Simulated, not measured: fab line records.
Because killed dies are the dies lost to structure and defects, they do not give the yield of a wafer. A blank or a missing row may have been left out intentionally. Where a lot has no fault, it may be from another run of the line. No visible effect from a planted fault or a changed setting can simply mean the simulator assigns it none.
fab line records ; flow berkeley-cmos170
record: lots: 13; wafers: 39; last-day: 11
route steps=331 shown NSD@190 M2@290
lots with no fault: from the same line, run without faults
start-h: hours from the record's opening day to when the first of the lot's shown wafers began ; wait-h: hours from the lot's prior step to this one ; " unchanged from the row above ; L1.1+2: a row that stands for several wafers ; - value missing, or start not given ; * or withheld: withheld ; < > ~ a bound
route shown NAME@n: NAME is a module with steps in the file, n the number in the route of the first one ; usual: mean/standard deviation taken from wafers without a fault ; same: alike in all rows ; chamber/n: place in a boat ; sites: the reading at each site ; _std_site: the values' standard deviation ; _edge_site: the outer-site mean with the inner-site mean subtracted ; radius-mm: for every site, how far away it sits from the centre of the wafer ; mask NAME#n: copy n ; behind: the last tool/chamber to shape the wafer ; hold: reason for holding the lot/hours on hold/outcome of the hold ; device: the transistor (n, p or np) that didn't switch ; end of line: the same wafers' tests at the end of the route ; where a step has no rows: the recipe by itself ; killed: the dies lost at the first sort to structure and to defects; this is not the yield of the wafer ; map: a wafer's dies, x killed, . not, _ none there
set.NAME: the setting that was run; set.NAME@STEP: the one run at that earlier step ; model.NAME: the simulator's own value behind a step, which no gauge read
a sample of lots followed through the steps of the route, with each step as a table and each wafer as a row
services: from which hour (start-h, from the record's first day; less than 0 if before it) a tool's chamber was out of use, for how many hours, and why
== steps ==
step: UCB170_NSD_EXPOSE_03
recipe: mask-id: NSELECT_MOD; na: 0.5; sigma-outer: 0.6; source-shape: conventional; target-cd-nm: 1200; dose-mj: 30
usual: stage-vel-mm-s: 499.98/0.24
lot.wafer;tool;chamber;start-h;wait-h;mask;stage-vel-mm-s
L150.1;krf-scanner-01;0;125.26;0.2;NSELECT_MOD#0;499.90
L150.2;krf-scanner-01;0;125.26;0.2;NSELECT_MOD#0;499.98
L150.5;krf-scanner-01;0;125.26;0.2;NSELECT_MOD#0;500.34
L151.2;krf-scanner-01;0;133.26;0.1;NSELECT_MOD#0;499.82
L151.5;krf-scanner-01;0;133.26;0.1;NSELECT_MOD#0;499.95
L151.6;krf-scanner-01;0;133.26;0.1;NSELECT_MOD#0;499.93
L153.1;krf-scanner-01;0;145.84;0.1;NSELECT_MOD#0;500.22
L153.4;krf-scanner-01;0;145.84;0.1;NSELECT_MOD#0;499.99
L153.5;krf-scanner-01;0;145.84;0.1;NSELECT_MOD#0;500.34
L152.1;krf-scanner-01;0;146.19;0.1;NSELECT_MOD#0;500.66
L152.2;krf-scanner-01;0;146.19;0.1;NSELECT_MOD#0;500.29
L152.3;krf-scanner-01;0;146.19;0.1;NSELECT_MOD#0;500.14
L154.1;krf-scanner-02;0;146.76;0.2;NSELECT_MOD#0;500.49
L154.5;krf-scanner-02;0;146.76;0.2;NSELECT_MOD#0;500.17
L154.6;krf-scanner-02;0;146.76;0.2;NSELECT_MOD#0;499.97
L156.1;krf-scanner-02;0;155.41;0.3;NSELECT_MOD#0;499.86
L156.4;krf-scanner-02;0;155.41;0.3;NSELECT_MOD#0;499.83
L156.6;krf-scanner-02;0;155.41;0.3;NSELECT_MOD#0;500.06
L158.3;krf-scanner-01;0;155.69;0.3;NSELECT_MOD#0;499.62
L158.4;krf-scanner-01;0;155.69;0.3;NSELECT_MOD#0;500.01
L158.6;krf-scanner-01;0;155.69;0.3;NSELECT_MOD#0;499.83
L157.1;krf-scanner-01;0;155.76;0.4;NSELECT_MOD#0;499.96
L157.2;krf-scanner-01;0;155.76;0.4;NSELECT_MOD#0;500.07
L157.5;krf-scanner-01;0;155.76;0.4;NSELECT_MOD#0;499.74
L162.1;krf-scanner-01;0;187.62;0.3;NSELECT_MOD#0;499.70
L162.3;krf-scanner-01;0;187.62;0.3;NSELECT_MOD#0;499.70
L162.4;krf-scanner-01;0;187.62;0.3;NSELECT_MOD#0;499.53
L161.2;krf-scanner-01;0;187.85;0.1;PSELECT_MOD#0;500.35
L161.3;krf-scanner-01;0;187.85;0.1;PSELECT_MOD#0;500.29
L161.5;krf-scanner-01;0;187.85;0.1;PSELECT_MOD#0;500.43
L167.1;krf-scanner-01;0;224.84;0.2;NSELECT_MOD#0;499.62
L167.5;krf-scanner-01;0;224.84;0.2;NSELECT_MOD#0;499.96
L167.6;krf-scanner-01;0;224.84;0.2;NSELECT_MOD#0;499.99
L168.2;krf-scanner-01;0;225.09;0.4;NSELECT_MOD#0;500.07
L168.3;krf-scanner-01;0;225.09;0.4;NSELECT_MOD#0;500.21
L168.6;krf-scanner-01;0;225.09;0.4;NSELECT_MOD#0;500.13
L172.1;krf-scanner-02;0;245.60;0.2;NSELECT_MOD#0;499.60
L172.3;krf-scanner-02;0;245.60;0.2;NSELECT_MOD#0;499.74
L172.4;krf-scanner-02;0;245.60;0.2;NSELECT_MOD#0;499.96
step: UCB170_NSD_CD_MEAS_06
recipe: target-cd-nm: 1200
usual: cd-nm: 1199.9/1.6
lot.wafer;tool;chamber;start-h;wait-h;cd-nm
L150.1;cd-sem-02;-;125.65;-;1200.1
L150.2;cd-sem-02;-;125.65;-;1200.4
L150.5;cd-sem-02;-;125.65;-;1200.3
L151.2;cd-sem-01;-;133.95;-;1198.1
L151.5;cd-sem-01;-;133.95;-;1201.0
L151.6;cd-sem-01;-;133.95;-;1200.2
L153.1;cd-sem-01;-;146.33;-;1199.0
L153.4;cd-sem-01;-;146.33;-;1199.2
L153.5;cd-sem-01;-;146.33;-;1198.4
L152.1;cd-sem-02;-;146.60;-;1203.6
L152.2;cd-sem-02;-;146.60;-;1204.3
L152.3;cd-sem-02;-;146.60;-;1204.4
L154.1;cd-sem-01;-;147.33;-;1197.1
L154.5;cd-sem-01;-;147.33;-;1199.0
L154.6;cd-sem-01;-;147.33;-;1197.0
L156.1;cd-sem-01;-;155.99;-;1198.2
L156.4;cd-sem-01;-;155.99;-;1199.3
L156.6;cd-sem-01;-;155.99;-;1197.4
L158.3;cd-sem-01;-;156.15;-;1198.7
L158.4;cd-sem-01;-;156.15;-;1197.3
L158.6;cd-sem-01;-;156.15;-;1199.7
L157.1;cd-sem-02;-;156.26;-;1199.3
L157.2;cd-sem-02;-;156.26;-;1199.8
L157.5;cd-sem-02;-;156.26;-;1198.1
L162.1;cd-sem-02;-;188.01;-;1200.8
L162.3;cd-sem-02;-;188.01;-;1199.8
L162.4;cd-sem-02;-;188.01;-;1201.2
L161.2;cd-sem-02;-;188.28;-;-
L161.3;cd-sem-02;-;188.28;-;-
L161.5;cd-sem-02;-;188.28;-;-
L167.1;cd-sem-02;-;225.34;-;1198.3
L167.5;cd-sem-02;-;225.34;-;1197.7
L167.6;cd-sem-02;-;225.34;-;1197.3
L168.2;cd-sem-01;-;225.66;-;1200.4
L168.3;cd-sem-01;-;225.66;-;1199.1
L168.6;cd-sem-01;-;225.66;-;1199.6
L172.1;cd-sem-02;-;246.25;-;1200.0
L172.3;cd-sem-02;-;246.25;-;1201.2
L172.4;cd-sem-02;-;246.25;-;1200.4
step: UCB170_NSD_TW_MEAS_10
usual: NSD_TW: 4196/44
lot.wafer;tool;chamber;start-h;wait-h;NSD_TW
L150.1;film-metro-01;-;126.06;0.1;4266
L150.2;film-metro-01;-;126.06;0.1;4234
L150.5;film-metro-01;-;126.06;0.1;4230
L151.2;film-metro-01;-;134.35;0.1;4255
L151.5;film-metro-01;-;134.35;0.1;4236
L151.6;film-metro-01;-;134.35;0.1;4259
L153.1;film-metro-04;-;146.73;0.1;4127
L153.4;film-metro-04;-;146.73;0.1;4092
L153.5;film-metro-04;-;146.73;0.1;4083
L152.1;film-metro-01;-;147.01;0.1;4213
L152.2;film-metro-01;-;147.01;0.1;4210
L152.3;film-metro-01;-;147.01;0.1;4233
L154.1;film-metro-03;-;147.73;0.1;4201
L154.5;film-metro-03;-;147.73;0.1;4170
L154.6;film-metro-03;-;147.73;0.1;4163
L156.1;film-metro-01;-;156.39;0.1;4223
L156.4;film-metro-01;-;156.39;0.1;4224
L156.6;film-metro-01;-;156.39;0.1;4220
L158.3;film-metro-03;-;156.53;0.1;4183
L158.4;film-metro-03;-;156.53;0.1;4186
L158.6;film-metro-03;-;156.53;0.1;4190
L157.1;film-metro-01;-;156.67;0.1;4194
L157.2;film-metro-01;-;156.67;0.1;4220
L157.5;film-metro-01;-;156.67;0.1;4208
L162.1;film-metro-01;-;188.42;0.1;4252
L162.3;film-metro-01;-;188.42;0.1;4247
L162.4;film-metro-01;-;188.42;0.1;4218
L161.2;film-metro-01;-;188.67;0.1;30
L161.3;film-metro-01;-;188.67;0.1;30
L161.5;film-metro-01;-;188.67;0.1;30
L167.1;film-metro-01;-;225.75;0.1;4266
L167.5;film-metro-01;-;225.75;0.1;4262
L167.6;film-metro-01;-;225.75;0.1;4242
L168.2;film-metro-03;-;226.06;0.1;4198
L168.3;film-metro-03;-;226.06;0.1;4180
L168.6;film-metro-03;-;226.06;0.1;4201
L172.1;film-metro-03;-;246.66;0.1;4197
L172.3;film-metro-03;-;246.66;0.1;4177
L172.4;film-metro-03;-;246.66;0.1;4176
step: UCB170_M2_STRIP_19
recipe: chemistry: O2; power-w: 400; pressure-mtorr: 3500; platen-temp-c: withheld; o2-flow-sccm: 400; overash-fraction: 0.5
usual: drypump-motor-current-A: 5.5/0.51; oes-product-au: 0.539/0.011
lot.wafer;tool;chamber;start-h;wait-h;drypump-motor-current-A;oes-product-au;rf-hours-counter-h
L150.1;plasma-asher-04;1;148.59;0.1;5.4;0.538;43
L150.2;plasma-asher-04;0;148.59;0.1;4.9;0.538;43
L150.5;plasma-asher-04;1;148.59;0.1;5.4;0.546;-
L151.2;plasma-asher-04;1;151.76;0.2;5.4;0.556;43
L151.5;plasma-asher-04;0;151.76;0.2;4.9;0.521;-
L151.6;plasma-asher-04;1;151.76;0.2;5.4;0.550;-
L152.1;plasma-asher-01;0;167.73;0.3;5.2;0.545;44
L152.2;plasma-asher-01;1;167.73;0.3;6.6;0.533;44
L152.3;plasma-asher-01;1;167.73;0.3;6.6;0.550;-
L154.1;plasma-asher-03;0;167.81;0.1;5.6;0.526;5
L154.5;plasma-asher-03;1;167.81;0.1;5.6;0.514;-
L154.6;plasma-asher-03;0;167.81;0.1;5.6;0.525;-
L153.1;plasma-asher-04;0;168.33;0.1;4.9;0.545;44
L153.4;plasma-asher-04;0;168.33;0.1;5.0;0.558;-
L153.5;plasma-asher-04;1;168.33;0.1;5.4;0.525;-
L158.3;plasma-asher-01;0;175.83;0.1;5.3;0.547;-
L158.4;plasma-asher-01;1;175.83;0.1;6.6;0.545;-
L158.6;plasma-asher-01;1;175.83;0.1;6.6;0.546;-
L157.1;plasma-asher-04;1;176.07;0.1;5.4;0.537;45
L157.2;plasma-asher-04;0;176.07;0.1;4.9;0.546;45
L157.5;plasma-asher-04;1;176.07;0.1;5.4;0.538;-
L156.1;plasma-asher-03;1;176.38;0.1;5.6;0.554;6
L156.4;plasma-asher-03;1;176.38;0.1;5.6;0.562;-
L156.6;plasma-asher-03;0;176.38;0.1;5.6;0.527;-
L161.2;plasma-asher-04;1;211.72;0.1;5.4;0.532;48
L161.3;plasma-asher-04;1;211.72;0.1;5.4;0.542;-
L161.5;plasma-asher-04;0;211.72;0.1;4.9;0.529;-
L162.1;plasma-asher-01;1;213.04;0.1;6.6;0.524;48
L162.3;plasma-asher-01;1;213.04;0.1;6.6;0.522;-
L162.4;plasma-asher-01;0;213.04;0.1;5.3;0.546;-
L167.1;plasma-asher-03;1;245.19;0.1;5.6;0.543;13
L167.5;plasma-asher-03;1;245.19;0.1;5.6;0.538;-
L167.6;plasma-asher-03;0;245.19;0.1;5.6;0.533;-
L168.2;plasma-asher-01;0;250.26;0.1;5.3;0.561;52
L168.3;plasma-asher-01;1;250.26;0.1;6.6;0.540;-
L168.6;plasma-asher-01;1;250.26;0.1;6.6;0.541;-
L172.1;plasma-asher-01;1;265.71;0.1;6.6;0.536;54
L172.3;plasma-asher-01;1;265.71;0.1;6.6;0.539;-
L172.4;plasma-asher-01;0;265.71;0.1;5.2;0.551;-
== services ==
tool;chamber;start-h;hours;kind
plasma-asher-03;-;108.84;9.0;pm
plasma-asher-03;0;108.84;9.0;vent-cycle
plasma-asher-03;1;108.84;9.0;vent-cycle
krf-scanner-02;-;110.43;3.6;pm
krf-scanner-02;0;114.86;-;calibration
krf-scanner-01;0;115.25;-;calibration
plasma-asher-03;0;117.84;-;clean
plasma-asher-03;1;117.84;-;clean
krf-scanner-01;-;118.36;0.5;repair
krf-scanner-01;-;128.20;0.4;repair
plasma-asher-01;-;129.76;0.6;repair
krf-scanner-01;-;139.13;1.3;pm
krf-scanner-02;-;155.64;4.4;pm
plasma-asher-04;-;187.11;9.0;repair
krf-scanner-01;-;189.05;1.0;pm
plasma-asher-01;-;191.03;0.8;repair
plasma-asher-01;-;201.94;7.3;repair
krf-scanner-02;-;203.03;1.3;pm
krf-scanner-01;-;210.41;1.0;repair
krf-scanner-02;-;256.57;1.0;pm
plasma-asher-01;-;258.89;2.1;repair
== key ==
first-sign: step: UCB170_NSD_EXPOSE_03; reading: mask; direction: changed
effect: step: UCB170_NSD_CD_MEAS_06; reading: cd-nm; direction: missing
effect: step: UCB170_NSD_TW_MEAS_10; reading: NSD_TW; direction: down; sigmas: 94; usual: 4196; struck: 30
met-at UCB170_NSD_EXPOSE_03
struck-lots L161
sort-left-out L161.2,L161.3,L161.5
tester-left-out L161
not-acting-at UCB170_M2_STRIP_19
onset-between 187.62 187.85
fault: kind: wrong-mask; tool: any; chamber: -; onset-h: 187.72; steps: UCB170_NSD_EXPOSE_03; aux-copy: PSELECT_MOD#0; scope: struck-lots-only
tester-left-out: of these lots the tester's yield and bins aren't shown, on N5 and GAA mostly nor the transistor test; their killed dies are dies lost to structure and defects alone, not to doping, threshold or leakage, so they don't give the yield
sort-left-out: the simulated sort isn't trusted on such a fault, so these wafers' sort isn't shown, and their yield isn't known
